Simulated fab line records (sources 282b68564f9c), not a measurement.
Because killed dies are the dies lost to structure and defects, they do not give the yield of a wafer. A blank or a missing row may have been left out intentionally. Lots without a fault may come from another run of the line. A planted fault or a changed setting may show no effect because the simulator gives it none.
One fault seen from 2 desks -- flow ritCmos -- what lay behind the numbers comes last; until then each desk has only its own

## THE METROLOGY DESK
Means of the sampled wafers that have a number, per lot and without regard to the tool the lot ran on: this is what the gauges read. If a lot's mean is further than 4 standard deviations from the usual mean, the lot is out of limits and carries the mark OUT (the distance appears in the brackets).
Columns: A = cdNm at RIT_M1_CD_MEAS_09, usual 2599.2 nm
lot,first seen here,A
L917,day 3 08:52,2603.0
L918,day 3 13:07,2602.0
L919,day 3 16:05,2598.7
L920,day 3 21:10,2601.8
L921,day 4 03:46,2599.8
L922,day 4 09:28,2601.1
L924,day 4 17:20,2596.7
L925,day 4 22:05,2600.2
L926,day 5 04:15,2600.0
L929,day 5 17:46,2598.5
L934,day 6 21:55,2612.6 (+5.0) OUT
L935,day 7 06:12,2612.9 (+5.1) OUT
L939,day 7 22:02,2598.3
L940,day 8 02:16,2600.6
This desk finds L934, L935 out of limits, L934 being first, at day 6 21:55 (cdNm at RIT_M1_CD_MEAS_09). In limits: L917, L918, L919, L920, L921, L922, L924, L925, L926, L929, L939, L940.

## THE TOOL OWNER'S DESK: ilineStepper-01
The tool's own readings at RIT_M1_EXPOSE_06 (exposes mask M12, target cd 2600 nm): means of the sampled wafers that have a number, for each lot that ran on this tool. If a lot's mean is further than 4 standard deviations from the usual mean, the lot is out of limits and carries the mark OUT (the distance appears in the brackets).
Columns: A = exposureDoseMJCm2 at RIT_M1_EXPOSE_06, usual 252.5
lot,first seen here,A
L918,day 3 12:41,254.0
L919,day 3 15:39,253.7
L921,day 4 03:20,254.0
L924,day 4 16:55,253.8
L926,day 5 03:41,253.7
L934,day 6 21:27,239.7 (-13) OUT
L935,day 7 05:46,242.3 (-10) OUT
This desk finds L934, L935 out of limits, L934 being first, at day 6 21:27 (exposureDoseMJCm2 at RIT_M1_EXPOSE_06). In limits: L918, L919, L921, L924, L926.

## ALL TOGETHER
The tool owner's desk had the chance to raise an alarm at day 6 21:27 on L934, L935.
L934, L935 would have let the metrology desk raise an alarm at day 6 21:55.
On ilineStepper-01, each named lot ran RIT_M1_EXPOSE_06.

## WHAT THE SIMULATOR HAD PUT IN
Process parameter drift: ilineStepper-01, from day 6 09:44 on, at RIT_M1_EXPOSE_06. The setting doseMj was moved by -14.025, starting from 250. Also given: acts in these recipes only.
Lots struck among those shown: L934, L935.
Hours from the fault's start to each desk's first reading out of limits: the tool owner's desk, 12; the metrology desk, 12.
